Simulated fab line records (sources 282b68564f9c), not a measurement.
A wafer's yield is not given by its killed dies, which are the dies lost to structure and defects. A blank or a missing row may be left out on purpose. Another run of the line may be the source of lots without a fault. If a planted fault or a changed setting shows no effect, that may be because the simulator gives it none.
Comparing a struck lot with a sound one | flow rit_cmos | 43 steps out of a route of 202
Sound: these wafers, L321.3, L321.4, L321.6. The struck wafers were L332.1, L332.5, L332.6. Last of all comes the cause.
For every step that has rows: the tool of each side, followed by ch and its chambers, followed by its first start. Under that, the readings that differ: sound wafers | struck wafers | difference of the means | sigmas: that difference in standard deviations of wafers without a fault.
alike: readings with means less than 2 such deviations apart, plus words and numbers identical on both sides. not compared: withheld readings, readings lacking a value on some wafer, bounds such as >300 that could conceal the same value, and numbers that have no deviation in the record and whose values overlap.
A row with sigmas, a row that says differs or no value, or rows on one side alone: a step with any of these is where the two part. Non-overlapping numbers with no deviation appear without sigmas and do not part them. A reading missing from all wafers of one side parts the sides only when that side holds two or more wafers.

first, 3 steps without rows for these wafers: RIT_NSD_HARDBAKE_07 (time 60 s); RIT_NSD_IMPLANT_08; RIT_NSD_STRIP_09 (strips in O2, time 180 s).
RIT_NSD_TW_MEAS_10:
  struck on film_metro-01, day 5 16:59; sound on film_metro-03, day 3 10:25
  alike: NSD_TW
then, 6 steps without rows for these wafers: RIT_PSD_HMDS_00 (prime time 60 s); RIT_PSD_COAT_01 (resist thk 1000 nm); RIT_PSD_SOFTBAKE_02 (time 60 s); RIT_PSD_EXPOSE_03 (exposes mask M10, target cd 40900 nm); RIT_PSD_PEB_04; RIT_PSD_DEVELOP_05 (develop time 50 s).
RIT_PSD_OVL_MEAS_06:
  struck on overlay-02, day 5 17:53; sound on overlay-01, day 3 11:19
  alike: PSD_OVL
then, 1 step without rows for these wafers: RIT_PSD_HARDBAKE_07 (time 60 s).
RIT_PSD_IMPLANT_08:
  sound on implanter-04 ch 0, day 3 11:32; struck on implanter-02 ch 0, day 5 18:05
  alike: dose_ions_cm2
RIT_PSD_STRIP_09: strips in O2, time 180 s.
  sound on plasma_asher-04 ch 0,1, day 3 11:42; struck on plasma_asher-03 ch 0,1, day 5 18:14
  alike: drypump_motor_current_A
  not compared: rf_hours_counter_h
RIT_PSD_TW_MEAS_10:
  struck on film_metro-03, day 5 18:24; sound on film_metro-03, day 3 11:50
  alike: PSD_TW
then, 3 steps without rows for these wafers: RIT_SDANNEAL_CLEAN_00 (cleans in SC1, time 600 s); RIT_SDANNEAL_CLEAN_01 (cleans in dHF, time 30 s); RIT_SDANNEAL_CLEAN_02 (cleans in SC2, time 600 s).
RIT_SDANNEAL_RTA_03: time 5 s.
  sound on rtp_anneal-02 ch 0, day 3 12:23; struck on rtp_anneal-01 ch 0, day 5 18:52
  alike: wafer_temp_C_max
RIT_SDANNEAL_RS_MEAS_04: measures by four-point-probe.
  struck on film_metro-04, day 5 18:55; sound on film_metro-04, day 3 12:28
  reading         | sound                | struck               | difference | sigmas
  PSD_RS (ohm/sq) | 115.26 115.39 115.66 | 116.23 116.53 116.55 | +1.00      | +4
RIT_SDANNEAL_RS_MEAS_05: measures by four-point-probe.
  struck on film_metro-04, day 5 19:02; sound on film_metro-04, day 3 12:35
  alike: NSD_RS
RIT_SDANNEAL_RS_MEAS_06: measures by four-point-probe.
  struck on film_metro-04, day 5 19:10; sound on film_metro-04, day 3 12:43
  alike: PLDD_RS
RIT_SDANNEAL_RS_MEAS_07: measures by four-point-probe.
  struck on film_metro-04, day 5 19:17; sound on film_metro-04, day 3 12:50
  alike: NLDD_RS
then, 1 step without rows for these wafers: RIT_SILICIDE_WET_ETCH_00 (etches SiO2 in BOE, target depth 14 nm, time 15 s).
RIT_SILICIDE_SPUTTER_01: material Ti, target thk 30 nm, time 240 s.
  struck on pvd_sputter-03, day 5 19:25; sound on pvd_sputter-03, day 3 12:55
  alike: throttle_valve_pct
RIT_SILICIDE_RS_MEAS_02: measures by four-point-probe.
  struck on film_metro-02, day 5 19:34; sound on film_metro-02, day 3 13:07
  alike: SILICIDE_TI_RS
RIT_SILICIDE_THK_MEAS_03: measures by xrf.
  struck on film_metro-02, day 5 19:41; sound on film_metro-02, day 3 13:13
  alike: SILICIDE_TI_THK
RIT_SILICIDE_RTA_04: time 10 s, ramp up 5 s, ramp down 5 s.
  sound on rtp_anneal-01 ch 0, day 3 13:17; struck on rtp_anneal-02 ch 0, day 5 19:44
  alike: wafer_temp_C_max
then, 3 steps without rows for these wafers: RIT_SILICIDE_WET_ETCH_05 (etches Ti in SPM, time 120 s); RIT_SILICIDE_RTA_06 (time 10 s, ramp up 5 s, ramp down 10 s); RIT_CONTACT_CVD_00 (deposits SiO2 from TEOS, target thk 400 nm, time 61 s).
RIT_CONTACT_THK_MEAS_01:
  struck on film_metro-04, day 5 19:58; sound on film_metro-03, day 3 13:30
  alike: CONTACT_TEOS_THK
then, 6 steps without rows for these wafers: RIT_CONTACT_HMDS_02 (prime time 60 s); RIT_CONTACT_COAT_03 (resist thk 1000 nm); RIT_CONTACT_SOFTBAKE_04 (time 60 s); RIT_CONTACT_EXPOSE_05 (exposes mask M11, target cd 1000 nm); RIT_CONTACT_PEB_06; RIT_CONTACT_DEVELOP_07 (develop time 120 s).
RIT_CONTACT_CD_MEAS_08 targets a cd of 1000 nm.
  struck on cd_sem-02, day 5 21:08; sound on cd_sem-01, day 3 14:42
  alike: cd_nm
RIT_CONTACT_OVL_MEAS_09:
  struck on overlay-02, day 5 21:15; sound on overlay-02, day 3 14:48
  alike: CONTACT_OVL
then, 1 step without rows for these wafers: RIT_CONTACT_HARDBAKE_10 (time 60 s).
RIT_CONTACT_ETCH_11: etches SiO2 in CHF3/CF4/Ar, stops on TiSi2, target depth 480 nm, time 320 s.
  sound on rie_diel-02 ch 1,2,3, day 3 14:58; struck on rie_diel-03 ch 0,2,3, day 5 21:26
  alike: drypump_motor_current_A, oes_product_au, rf_fwd_power_W, throttle_valve_pct
  not compared: rf_hours_counter_h
RIT_M1_PROBE_99:
  struck on prober-01, day 6 02:37; sound on prober-02, day 3 20:28
  reading                                       | sound                      | struck                  | difference | sigmas
  model.etest.pmos_0p15.drive_ua_um_range       | 4.708 3.495 2.014          | 8.978 7.576 8.791       | +5.043     |
  model.etest.diode_pplus_nwell.cj_ff_um2_range | 0.02266 0.02398 0.03084    | 0.05007 0.0603 0.0721   | +0.03500   |
  model.etest.pmos_0p15.vt_v_range              | 0.004604 0.006033 0.003448 | 0.01911 0.01899 0.01605 | +0.01336   |
  alike: killed_at_contacts, killed_at_front_end, killed_dies, killed_open, killed_short

== WHERE THEY PART ==
RIT_SDANNEAL_RS_MEAS_04 only, going by this record. Later steps at which nothing parts them and some readings are alike: RIT_SDANNEAL_RS_MEAS_05, RIT_SDANNEAL_RS_MEAS_06, RIT_SDANNEAL_RS_MEAS_07, RIT_SILICIDE_SPUTTER_01, RIT_SILICIDE_RS_MEAS_02, RIT_SILICIDE_THK_MEAS_03, RIT_SILICIDE_RTA_04, RIT_CONTACT_THK_MEAS_01, RIT_CONTACT_CD_MEAS_08, RIT_CONTACT_OVL_MEAS_09, RIT_CONTACT_ETCH_11, RIT_M1_PROBE_99.

WHY: what had been put in by the simulator
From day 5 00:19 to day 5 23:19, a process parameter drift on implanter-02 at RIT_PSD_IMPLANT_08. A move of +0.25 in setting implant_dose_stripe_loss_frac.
